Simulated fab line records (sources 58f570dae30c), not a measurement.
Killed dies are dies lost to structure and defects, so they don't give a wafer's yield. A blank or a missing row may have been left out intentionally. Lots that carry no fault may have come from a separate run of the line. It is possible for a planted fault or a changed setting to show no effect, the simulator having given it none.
fab line records    flow berkeley-cmos170
record: lots: 5  wafers: 23
route steps=331 shown V2@302 M3@310
start-h: the number of hours between the record's first day and the start of the first shown wafer of the lot    wait-h: hours elapsed since this lot's preceding step    " unchanged from the row above    L1.1+2: a row that stands for several wafers    - either no value or no given start    * or withheld: withheld    < > ~ a bound
route shown NAME@n: names a module that has steps shown in the file, with the first one's number in the route    usual: the fault-free wafers' mean and standard deviation    same: alike in all rows    chamber/n: place in a boat    sites: readings site by site    _std_site: standard deviation across them    _edge_site: mean of outer sites minus mean of inner sites    radius-mm: how far each site lies from the wafer's centre    mask NAME#n: copy n    behind: the tool/chamber that last shaped the wafer    hold: reason for holding the lot/hours on hold/outcome of the hold    device: names the non-switching transistor (n, p or np)    end of line: at the end of the route, the tests of the same wafers    for a step that has no rows: nothing shown but its recipe    killed: the dies lost at the first sort to structure and to defects; this is not the yield of the wafer    map: shows each die of a wafer: x if killed, . if not, _ if none is there
set.NAME: setting as actually run; set.NAME@STEP: the setting as run at that earlier step    model.NAME: the simulator's own value behind a step, which no gauge read
lots run with intentionally changed settings; tables by step, rows by wafer
== steps ==
step: UCB170_V2_PEB_10
recipe: peb-temp-c: 130  peb-time-s: withheld  resist: KrF
lot.wafer       tool            chamber  start-h  wait-h  set.peb-temp-c
L075.1+3+4+5+6  litho-track-03  0        208.91   0.4     130
L078.1+5+6      litho-track-03  0        210.09   0.5     130
L082.1+2+3+5+6  litho-track-03  0        220.74   0.1     130
L085.1+2+4      litho-track-03  0        233.56   0.1     129
L085.5+6        "               0        "        "       130
L084.1+3+6      litho-track-02  0        234.90   0.1     130
L084.2+4        "               0        "        "       127.6
step: UCB170_V2_DEVELOP_11
recipe: developer: TMAH  develop-time-s: 45  resist: KrF  dev-temp-c: 21
step: UCB170_V2_CD_MEAS_12
recipe: target-cd-nm: 700
usual: cd-nm: 699.7/1.3
lot.wafer  tool       chamber  start-h  wait-h  set.peb-temp-c@V2_PEB_10  cd-nm
L075.1     cd-sem-02  -        209.19   -       130                       699.7
L075.3     "          -        "        "       130                       700.7
L075.4     "          -        "        "       130                       701.1
L075.5     "          -        "        "       130                       700.0
L075.6     "          -        "        "       130                       699.8
L078.1     cd-sem-02  -        210.38   -       130                       701.3
L078.5     "          -        "        "       130                       701.7
L078.6     "          -        "        "       130                       700.5
L082.1     cd-sem-02  -        221.01   -       130                       701.2
L082.2     "          -        "        "       130                       700.8
L082.3     "          -        "        "       130                       699.7
L082.5     "          -        "        "       130                       700.7
L082.6     "          -        "        "       130                       700.1
L085.1     cd-sem-01  -        233.83   -       129                       691.8
L085.2     "          -        "        "       129                       692.9
L085.4     "          -        "        "       129                       691.2
L085.5     "          -        "        "       130                       698.3
L085.6     "          -        "        "       130                       699.1
L084.1     cd-sem-01  -        235.17   -       130                       698.2
L084.2     "          -        "        "       127.6                     680.5
L084.3     "          -        "        "       130                       696.9
L084.4     "          -        "        "       127.6                     680.4
L084.6     "          -        "        "       130                       698.2
step: UCB170_V2_ETCH_14
recipe: chemistry: CHF3/CF4/Ar  target: SiO2  stop-on: Al  CHF3_flow_sccm: 45  cf4-flow-sccm: 15  Ar_flow_sccm: 150  pressure-mtorr: 200  rf-w: 714.3  target-depth-a: 12500  over-etch-frac: 0.25  time-s: 291
lot.wafer  tool         chamber  start-h  wait-h  set.peb-temp-c@V2_PEB_10  model.V2.cd-nm
L075.1     rie-diel-01  1        209.35   0.0     130                       699.6
L075.3     "            3        "        "       130                       701.2
L075.4     "            1        "        "       130                       700.8
L075.5     "            3        "        "       130                       700.2
L075.6     "            0        "        "       130                       700
L078.1     rie-diel-04  2        210.54   0.0     130                       701.6
L078.5     "            3        "        "       130                       702.5
L078.6     "            2        "        "       130                       700.6
L082.1     rie-diel-01  3        221.17   0.0     130                       700.8
L082.2     "            0        "        "       130                       701.4
L082.3     "            1        "        "       130                       699.7
L082.5     "            1        "        "       130                       700.5
L082.6     "            0        "        "       130                       700
L085.1     rie-diel-01  0        233.99   0.0     129                       692.2
L085.2     "            2        "        "       129                       694.2
L085.4     "            1        "        "       129                       690.6
L085.5     "            3        "        "       130                       697.9
L085.6     "            0        "        "       130                       699.4
L084.1+3   rie-diel-04  0,3      235.33   0.0     130                       697.2
L084.2     "            1        "        "       127.6                     679.5
L084.4     "            2        "        "       127.6                     681.3
L084.6     "            3        "        "       130                       699.3
step: UCB170_V2_STRIP_15
recipe: chemistry: O2  power-w: 400  pressure-mtorr: 3500  platen-temp-c: withheld  o2-flow-sccm: 400  overash-fraction: 0.5
step: UCB170_V2_CD_MEAS_90
recipe: target-cd-nm: 700
usual: cd-nm: 700.0/1.5
lot.wafer  tool       chamber  start-h  wait-h  set.peb-temp-c@V2_PEB_10  cd-nm
L075.1     cd-sem-01  -        209.62   0.1     130                       699.3
L075.3     "          -        "        "       130                       701.1
L075.4     "          -        "        "       130                       701.3
L075.5     "          -        "        "       130                       700.2
L075.6     "          -        "        "       130                       700.2
L078.1     cd-sem-01  -        210.82   0.1     130                       701.5
L078.5     "          -        "        "       130                       702.4
L078.6     "          -        "        "       130                       700.6
L082.1     cd-sem-01  -        221.45   0.1     130                       701.0
L082.2     "          -        "        "       130                       701.6
L082.3     "          -        "        "       130                       699.5
L082.5     "          -        "        "       130                       700.4
L082.6     "          -        "        "       130                       700.3
L085.1     cd-sem-02  -        234.27   0.1     129                       692.3
L085.2     "          -        "        "       129                       694.6
L085.4     "          -        "        "       129                       690.6
L085.5     "          -        "        "       130                       698.3
L085.6     "          -        "        "       130                       699.4
L084.1     cd-sem-02  -        235.61   0.1     130                       697.2
L084.2     "          -        "        "       127.6                     679.3
L084.3     "          -        "        "       130                       697.0
L084.4     "          -        "        "       127.6                     681.2
L084.6     "          -        "        "       130                       699.0
step: UCB170_M3_SPUTTER_01
recipe: material: Al  target-thk-nm: 900  time-s: 120  power-w: 6000  chamber-pressure-pa: 0.5
lot.wafer  tool            chamber  start-h  wait-h  set.power-w  model.Al_of_M3_SPUTTER_01.thk-nm
L075.1     pvd-sputter-04  -        209.81   0.0     6000         907
L075.3     "               -        "        "       5318         792.4
L075.4     "               -        "        "       5318         792.9
L075.5     "               -        "        "       6000         905.3
L075.6     "               -        "        "       6000         902.4
L078.1     pvd-sputter-01  -        211.01   0.0     6000         893.8
L078.5     "               -        "        "       6000         893.4
L078.6     "               -        "        "       6000         888.1
L082.1     pvd-sputter-01  -        221.63   0.0     6000         895.9
L082.2     "               -        "        "       6000         896
L082.3     "               -        "        "       6000         897.2
L082.5     "               -        "        "       5611         821.4
L082.6     "               -        "        "       5611         836.4
L085.1     pvd-sputter-03  -        234.45   0.0     6000         906.4
L085.2     "               -        "        "       6000         900.5
L085.4     "               -        "        "       6285         939
L085.5     "               -        "        "       6000         884.9
L085.6     "               -        "        "       6285         941.4
L084.1     pvd-sputter-01  -        235.79   0.0     5372         798
L084.2     "               -        "        "       5372         792.4
L084.3     "               -        "        "       5372         803.2
L084.4     "               -        "        "       6000         895.9
L084.6     "               -        "        "       6000         896.1
step: UCB170_M3_RS_MEAS_02
recipe: thk-meas-gauge: four-point-probe  reads: Al_of_M3_SPUTTER_01
usual: M3_AL_RS: 0.0323/0.00042
lot.wafer  tool           chamber  start-h  wait-h  set.power-w@M3_SPUTTER_01  M3_AL_RS[ohm/sq]
L075.1     film-metro-03  -        209.89   0.0     6000                       0.0319
L075.3     "              -        "        "       5318                       0.0366
L075.4     "              -        "        "       5318                       0.0366
L075.5     "              -        "        "       6000                       0.0320
L075.6     "              -        "        "       6000                       0.0321
L078.1     film-metro-03  -        211.09   0.0     6000                       0.0324
L078.5     "              -        "        "       6000                       0.0324
L078.6     "              -        "        "       6000                       0.0326
L082.1     film-metro-02  -        221.72   0.0     6000                       0.0322
L082.2     "              -        "        "       6000                       0.0322
L082.3     "              -        "        "       6000                       0.0322
L082.5     "              -        "        "       5611                       0.0352
L082.6     "              -        "        "       5611                       0.0345
L085.1     film-metro-04  -        234.54   0.0     6000                       0.0320
L085.2     "              -        "        "       6000                       0.0322
L085.4     "              -        "        "       6285                       0.0309
L085.5     "              -        "        "       6000                       0.0328
L085.6     "              -        "        "       6285                       0.0308
L084.1     film-metro-04  -        235.88   0.0     5372                       0.0364
L084.2     "              -        "        "       5372                       0.0366
L084.3     "              -        "        "       5372                       0.0361
L084.4     "              -        "        "       6000                       0.0324
L084.6     "              -        "        "       6000                       0.0323
step: UCB170_M3_THK_MEAS_03
recipe: thk-meas-gauge: xrf  reads: Al_of_M3_SPUTTER_01
usual: M3_AL_THK: 889/13
lot.wafer  tool           chamber  start-h  wait-h  set.power-w@M3_SPUTTER_01  M3_AL_THK[nm]
L075.1     film-metro-03  -        210.01   0.1     6000                       893
L075.3     "              -        "        "       5318                       781
L075.4     "              -        "        "       5318                       781
L075.5     "              -        "        "       6000                       892
L075.6     "              -        "        "       6000                       888
L078.1     film-metro-03  -        211.21   0.1     6000                       881
L078.5     "              -        "        "       6000                       878
L078.6     "              -        "        "       6000                       877
L082.1     film-metro-02  -        221.84   0.1     6000                       889
L082.2     "              -        "        "       6000                       886
L082.3     "              -        "        "       6000                       888
L082.5     "              -        "        "       5611                       815
L082.6     "              -        "        "       5611                       831
L085.1     film-metro-04  -        234.66   0.1     6000                       893
L085.2     "              -        "        "       6000                       888
L085.4     "              -        "        "       6285                       931
L085.5     "              -        "        "       6000                       882
L085.6     "              -        "        "       6285                       935
L084.1     film-metro-04  -        236.00   0.1     5372                       787
L084.2     "              -        "        "       5372                       786
L084.3     "              -        "        "       5372                       797
L084.4     "              -        "        "       6000                       878
L084.6     "              -        "        "       6000                       890
step: UCB170_M3_COAT_10
recipe: resist: KrF  spin-rpm: 1500  resist-thk-nm: 900
lot.wafer  tool            chamber  start-h  wait-h  set.spin-rpm  model.KrF_of_M3_COAT_10.thk-nm
L075.1     litho-track-03  0        -        -       1500          901.5
L075.3     "               0        "        "       1500          -
L075.4     "               0        "        "       1560          -
L075.5     "               0        "        "       1560          885.4
L075.6     "               0        "        "       1500          903.9
L078.1     litho-track-02  0        -        -       1500          899.5
L078.5     "               0        "        "       1500          899.3
L078.6     "               0        "        "       1500          904.6
L082.1     litho-track-04  0        -        -       1500          901.3
L082.2     "               0        "        "       1500          896.8
L082.3     "               0        "        "       1542          889.9
L082.5+6   "               0        "        "       1542          -
L085.1     litho-track-04  0        -        -       1410          926.4
L085.2     "               0        "        "       1500          900.6
L085.4     "               0        "        "       1500          898.8
L085.5     "               0        "        "       1410          924.5
L085.6     "               0        "        "       1410          927
L084.1     litho-track-04  0        -        -       1464          -
L084.2+3   "               0        "        "       1500          -
L084.4     "               0        "        "       1464          905.7
L084.6     "               0        "        "       1500          892.8
step: UCB170_M3_ETCH_17
recipe: chemistry: N2/H2  target-depth-a: withheld  overetch-a: withheld  target: BARC  time-s: withheld  source-w: 500  bias-w: 100  pressure-mtorr: 30  n2-flow-sccm: 100  h2-flow-sccm: 200
lot.wafer       tool         chamber    start-h  wait-h  set.source-w
L075.1+4        rie-diel-01  1,0        212.54   0.0     500
L075.3+5+6      "            3,3,1      "        "       527
L078.1+5+6      rie-diel-01  3,1,3      214.97   0.0     500
L082.1+2+5      rie-diel-03  1,3,1      223.78   0.0     500
L082.3+6        "            2          "        "       458.2
L085.1+6        rie-diel-03  1,2        236.58   0.0     532.7
L085.2+4+5      "            2,0,3      "        "       500
L084.1+2+3+4+6  rie-diel-02  2,3,0,1,3  238.02   0.0     500
step: UCB170_M3_METAL_ETCH_18
recipe: chemistry: Cl2/BCl3  target: Al  stop-on: SiO2  pressure-mtorr: 12  target-depth-a: 11700  over-etch-frac: 0.2919  time-s: 195  icp-w: 600  bias-w: 120  Cl2_flow_sccm: 90  bcl3-flow-sccm: 45
usual: oes-product-au: 0.855/0.013
lot.wafer  tool          chamber  start-h  wait-h  set.power-w@M3_SPUTTER_01  oes-product-au
L075.1     rie-metal-02  0        212.58   -       6000                       0.858
L075.3     "             1        "        "       5318                       0.808
L075.4     "             0        "        "       5318                       0.803
L075.5     "             0        "        "       6000                       0.864
L075.6     "             1        "        "       6000                       0.873
L078.1     rie-metal-01  1        215.01   -       6000                       0.862
L078.5     "             0        "        "       6000                       0.863
L078.6     "             1        "        "       6000                       0.863
L082.1     rie-metal-01  1        223.82   -       6000                       0.862
L082.2     "             0        "        "       6000                       0.853
L082.3     "             0        "        "       6000                       0.865
L082.5     "             0        "        "       5611                       0.816
L082.6     "             1        "        "       5611                       0.826
L085.1     rie-metal-01  1        236.62   -       6000                       0.868
L085.2     "             0        "        "       6000                       0.858
L085.4     "             0        "        "       6285                       0.886
L085.5     "             0        "        "       6000                       0.861
L085.6     "             1        "        "       6285                       0.884
L084.1     rie-metal-02  0        238.06   -       5372                       0.814
L084.2     "             1        "        "       5372                       0.807
L084.3     "             1        "        "       5372                       0.824
L084.4     "             0        "        "       6000                       0.862
L084.6     "             1        "        "       6000                       0.868
== key ==
split: step: UCB170_V2_PEB_10  setting: peb-temp-c  stated: 130  by: wafer
response: step: UCB170_V2_CD_MEAS_12  reading: cd-nm  change: +9.28  per: 1%  r: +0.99
response: step: UCB170_V2_ETCH_14  reading: model.V2.cd-nm  change: +9.3  per: 1%  r: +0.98
response: step: UCB170_V2_CD_MEAS_90  reading: cd-nm  change: +9.3  per: 1%  r: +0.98
split: step: UCB170_M3_SPUTTER_01  setting: power-w  stated: 6000  by: wafer
response: step: UCB170_M3_SPUTTER_01  reading: model.Al_of_M3_SPUTTER_01.thk-nm  change: +9.71  per: 1%  r: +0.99
response: step: UCB170_M3_RS_MEAS_02  reading: M3_AL_RS  change: -0.000393  per: 1%  r: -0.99
response: step: UCB170_M3_THK_MEAS_03  reading: M3_AL_THK  change: +9.41  per: 1%  r: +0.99
response: step: UCB170_M3_METAL_ETCH_18  reading: oes-product-au  change: +0.00513  per: 1%  r: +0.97
split: step: UCB170_M3_COAT_10  setting: spin-rpm  stated: 1500  by: wafer
response: step: UCB170_M3_COAT_10  reading: model.KrF_of_M3_COAT_10.thk-nm  change: -4.32  per: 1%  r: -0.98
split: step: UCB170_M3_ETCH_17  setting: source-w  stated: 500  by: wafer
response none clear
